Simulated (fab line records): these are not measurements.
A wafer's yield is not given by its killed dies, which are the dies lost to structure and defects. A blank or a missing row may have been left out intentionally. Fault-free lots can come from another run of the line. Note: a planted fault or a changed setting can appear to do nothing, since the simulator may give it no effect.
2 desks looking at one fault | flow ritCmos | only its own numbers are on each desk; what lay behind them is given at the end

== FROM THE METROLOGY DESK ==
What the gauges read for every lot (on any tool): the sampled wafers with a number, averaged. If a lot's mean is further than 4 standard deviations from the usual mean, the lot is out of limits and carries the mark OUT (the distance appears in the brackets).
Columns: A = NWELL_RS at RIT_WELLDRIVE_RS_MEAS_01, usual 275.5 ohm/sq; B = PWELL_RS at RIT_WELLDRIVE_RS_MEAS_02, usual 429.5 ohm/sq
lot  | first seen here | A                | B
L118 | day 2 08:59     | 275.6            | 429.8
L119 | day 2 15:22     | 276.2            | 429.8
L120 | day 2 18:51     | 276.0            | 429.8
L121 | day 3 00:53     | 274.6            | 430.5
L122 | day 3 05:17     | 276.4            | 428.7
L123 | day 3 11:05     | 275.6            | 427.7
L124 | day 3 14:50     | 275.9            | 431.4
L125 | day 3 21:10     | 274.8            | 430.9
L126 | day 4 03:01     | 276.0            | 428.4
L127 | day 4 07:06     | 276.4            | 429.4
L128 | day 4 11:07     | 275.4            | 430.4
L130 | day 4 21:31     | 275.8            | 429.8
L138 | day 6 12:43     | 285.3 (+12) OUT  | 440.4 (+9.9) OUT
L139 | day 6 21:41     | 283.4 (+9.7) OUT | 438.8 (+8.4) OUT
L140 | day 7 02:46     | 283.7 (+10) OUT  | 436.8 (+6.6) OUT
This desk reports L138, L139, L140 out of limits; the earliest was L138 at day 6 12:43 (NWELL_RS at RIT_WELLDRIVE_RS_MEAS_01). L118, L119, L120, L121, L122, L123, L124, L125, L126, L127, L128, L130: within limits.

== DESK OF THE TOOL OWNER: furnace-04 ==
Per lot that ran on this tool, the mean of the sampled wafers carrying a number, from the tool's own readings at RIT_WELLDRIVE_ANNEAL_00 (time 14700 s). If a lot's mean is further than 4 standard deviations from the usual mean, the lot is out of limits and carries the mark OUT (the distance appears in the brackets).
Columns: A = spikeTcCentreC at RIT_WELLDRIVE_ANNEAL_00, usual 1102.3 C; B = spikeTcSourceC at RIT_WELLDRIVE_ANNEAL_00, usual 1125.9 C; C = tubeCenterTempC at RIT_WELLDRIVE_ANNEAL_00, usual 1100 C; D = tube_center_temp_C_max at RIT_WELLDRIVE_ANNEAL_00, usual 1102.8
lot  | first seen here | A                 | B                 | C              | D
L119 | day 2 10:15     | 1103.8            | 1127.2            | 1100           | 1102.6
L121 | day 2 19:46     | 1104.0            | 1126.9            | 1100           | 1102.6
L126 | day 3 21:53     | 1103.1            | 1126.9            | 1100           | 1102.5
L138 | day 6 07:38     | 1095.2 (-5.1) OUT | 1117.5 (-6.0) OUT | 1092 (-80) OUT | 1095.0 (-17) OUT
L139 | day 6 16:35     | 1096.5 (-4.1) OUT | 1119.1 (-4.8) OUT | 1092 (-79) OUT | 1094.7 (-17) OUT
L140 | day 6 21:40     | 1094.5 (-5.6) OUT | 1118.7 (-5.2) OUT | 1092 (-79) OUT | 1094.7 (-17) OUT
This desk's verdict: out of limits on L138, L139, L140, starting with L138 at day 6 07:38 (spikeTcCentreC at RIT_WELLDRIVE_ANNEAL_00). L119, L121, L126: within limits.

== TAKEN TOGETHER ==
An alarm could have come from the tool owner's desk at day 6 07:38, on L138, L139, L140.
An alarm was possible from the metrology desk at day 6 12:43, on L138, L139, L140.
RIT_WELLDRIVE_ANNEAL_00 was run on furnace-04 by each of the lots named.

== WHAT THE SIMULATOR HAD PUT IN ==
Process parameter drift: furnace-04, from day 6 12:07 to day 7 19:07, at RIT_WELLDRIVE_ANNEAL_00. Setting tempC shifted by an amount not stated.
Struck lots among those shown: L138, L139, L140.
